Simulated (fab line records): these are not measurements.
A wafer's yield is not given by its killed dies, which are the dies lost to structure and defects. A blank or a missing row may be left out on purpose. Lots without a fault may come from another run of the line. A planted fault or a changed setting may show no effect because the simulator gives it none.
What tool caused it? ; flow berkeley cmos170 ; Sampling: 13 lots, 39 wafers, 5 of 331 route steps

## WHAT THE GAUGES SHOWED, per wafer
UCB170_SDANNEAL_RS_MEAS_02: measures by four-point-probe.
lot;measured;on;PSD_RS (ohm/sq)
L572;day 7 05:32;film metro-02;75.53 75.83 75.90
L570;day 7 05:57;film metro-03;75.22 75.21 75.20
L571;day 7 05:43;film metro-01;75.73 75.92 75.93
L573;day 7 08:49;film metro-02;75.00 75.33 75.24
L575;day 7 21:31;film metro-02;75.53 75.71 75.55
L574;day 7 21:59;film metro-01;75.67 75.02 75.86
L578;day 8 23:45;film metro-02;74.74 74.53 74.39 74.68 74.64 74.54
L584;day 9 15:04;film metro-03;73.96 73.89 74.02 73.96 73.88 74.11
L587;day 10 02:25;film metro-01;75.45 75.17 75.40
L589;day 10 05:10;film metro-02;75.88 75.84 75.92
L590;day 10 08:19;film metro-03;75.71 75.73 75.75
L588;day 10 08:28;film metro-01;75.72 75.98 75.40
L592;day 11 09:10;film metro-03;75.60 75.80 75.67

UCB170_M3_OVL_MEAS_16.
lot;measured;on;M3_OVL (nm)
L572;day 8 07:46;overlay-01;5 1 4
L570;day 8 08:02;overlay-01;11 3 1
L571;day 8 08:08;overlay-02;-5 0 -4
L573;day 8 08:58;overlay-02;-4 -3 -5
L575;day 9 01:18;overlay-01;-2 1 -8
L574;day 9 01:05;overlay-02;6 6 1
L578;day 10 01:01;overlay-02;-6 6 -1
L584;day 10 19:27;overlay-02;-5 -10 -6
L587;day 11 01:13;overlay-01;2 -1 -5
L589;day 11 07:28;overlay-02;-7 -3 -7
L590;day 11 10:41;overlay-01;1 -5 3
L588;day 11 12:33;overlay-01;-1 -3 -2
L592;day 12 11:40;overlay-01;-4 -3 -6

## WHAT TOOL EACH LOT RAN ON (gives the tool, then ch and the chambers of the sampled wafers, and finally the start)
lot;UCB170_NLDD_STRIP_10;UCB170_PSD_IMPLANT_08;UCB170_M1_STRIP_13
L572;plasma asher-04 ch 0, day 6 19:49;implanter-03 ch 0, day 7 01:25;plasma asher-03 ch 0,1, day 7 13:23
L570;plasma asher-04 ch 0,1, day 6 20:45;implanter-02 ch 0, day 7 01:38;plasma asher-04 ch 0,1, day 7 13:38
L571;plasma asher-03 ch 0,1, day 6 21:26;implanter-01 ch 0, day 7 01:55;plasma asher-01 ch 0,1, day 7 13:55
L573;plasma asher-03 ch 0,1, day 7 00:14;implanter-01 ch 0, day 7 05:33;plasma asher-03 ch 0,1, day 7 15:45
L575;plasma asher-02 ch 0,1, day 7 11:10;implanter-01 ch 0, day 7 17:23;plasma asher-03 ch 0,1, day 8 07:36
L574;plasma asher-03 ch 0,1, day 7 11:26;implanter-02 ch 0, day 7 17:30;plasma asher-03 ch 0,1, day 8 07:25
L578;plasma asher-02 ch 0,1, day 8 14:10;implanter-02 ch 0, day 8 19:20;plasma asher-04 ch 0,1, day 9 11:05
L584;plasma asher-04 ch 0,1, day 9 01:45;implanter-02 ch 0, day 9 08:50;plasma asher-01 ch 0,1, day 10 03:35
L587;plasma asher-04 ch 0,1, day 9 14:57;implanter-01 ch 0, day 9 21:43;plasma asher-01 ch 0,1, day 10 09:38
L589;plasma asher-02 ch 0,1, day 9 21:22;implanter-01 ch 0, day 10 02:02;plasma asher-01 ch 0,1, day 10 13:28
L590;plasma asher-02 ch 0,1, day 9 22:10;implanter-01 ch 0, day 10 04:30;plasma asher-03 ch 0,1, day 10 17:28
L588;plasma asher-04 ch 0,1, day 9 22:26;implanter-03 ch 0, day 10 04:43;plasma asher-01 ch 0,1, day 10 19:20
L592;plasma asher-03 ch 0,1, day 10 19:50;implanter-01 ch 0, day 11 01:37;plasma asher-01 ch 0,1, day 11 16:35
- UCB170_NLDD_STRIP_10: strips in O2.
- UCB170_PSD_IMPLANT_08
- UCB170_M1_STRIP_13: strips in O2.

## AS READ BY THE TOOLS THEMSELVES (means over the sampled wafers that have a number; for cases with no such wafer, the mark the record gives instead)
UCB170_NLDD_STRIP_10.
lot;tool;drypump motor current A (A);oes product au (a.u.);strip time to endpoint s (s)
L572;plasma asher-04;5.4;0.734;21.57
L570;plasma asher-04;5.7;0.734;21.64
L571;plasma asher-03;5.3;0.737;21.66
L573;plasma asher-03;5.3;0.727;21.63
L575;plasma asher-02;5.6;0.732;21.67
L574;plasma asher-03;5.2;0.735;21.59
L578;plasma asher-02;5.6;0.732;21.58
L584;plasma asher-04;5.9;0.737;21.67
L587;plasma asher-04;5.9;0.735;21.72
L589;plasma asher-02;5.6;0.735;21.71
L590;plasma asher-02;5.2;0.731;21.60
L588;plasma asher-04;5.7;0.735;21.56
L592;plasma asher-03;5.2;0.736;21.60

UCB170_PSD_IMPLANT_08.
lot;tool;dose ions cm2;tilt deg (degrees)
L572;implanter-03;3e+15;7.009
L570;implanter-02;3e+15;6.992
L571;implanter-01;3e+15;6.990
L573;implanter-01;3e+15;6.988
L575;implanter-01;3e+15;7.013
L574;implanter-02;3e+15;7.008
L578;implanter-02;3e+15;7.002
L584;implanter-02;3e+15;6.995
L587;implanter-01;3e+15;6.985
L589;implanter-01;3e+15;6.989
L590;implanter-01;3e+15;6.991
L588;implanter-03;3e+15;7.015
L592;implanter-01;3e+15;7.026

UCB170_M1_STRIP_13.
lot;tool;drypump motor current A (A);oes product au (a.u.)
L572;plasma asher-03;5.3;0.718
L570;plasma asher-04;5.9;0.721
L571;plasma asher-01;5.6;0.714
L573;plasma asher-03;5.2;0.720
L575;plasma asher-03;5.2;0.719
L574;plasma asher-03;5.2;0.722
L578;plasma asher-04;5.9;0.722
L584;plasma asher-01;5.4;0.722
L587;plasma asher-01;5.6;0.722
L589;plasma asher-01;5.5;0.720
L590;plasma asher-03;5.2;0.719
L588;plasma asher-01;5.5;0.720
L592;plasma asher-01;5.6;0.718

## THE ANSWER, worked out from the rows above alone
Rule: the lots themselves supply what counts as usual. Put in order of their means at a reading, lots are off if they are a third of the lots or fewer, leave a main group of 4 or more, and stand apart from it by a gap of 3 or more times the standard deviation of the main group's means; of several such gaps the widest counts. A main group is skipped when, at the precision printed for the reading in the tables above, its means are all equal. Also off: a lot with no number at a reading for which 4 or more lots have one. Where the step has rows for the other lots, those lots are counted as sound. The gauges are gone through in route order, then the tools' own readings, and for those a lot's mean is taken as printed above. The first step at which some lot is off is used, and at that step the reading that is off furthest; a lot without a number counts as furthest.
No lot is off on any of the readings shown, so nothing can be concluded from this.

## WHAT WAS PUT IN BY THE SIMULATOR
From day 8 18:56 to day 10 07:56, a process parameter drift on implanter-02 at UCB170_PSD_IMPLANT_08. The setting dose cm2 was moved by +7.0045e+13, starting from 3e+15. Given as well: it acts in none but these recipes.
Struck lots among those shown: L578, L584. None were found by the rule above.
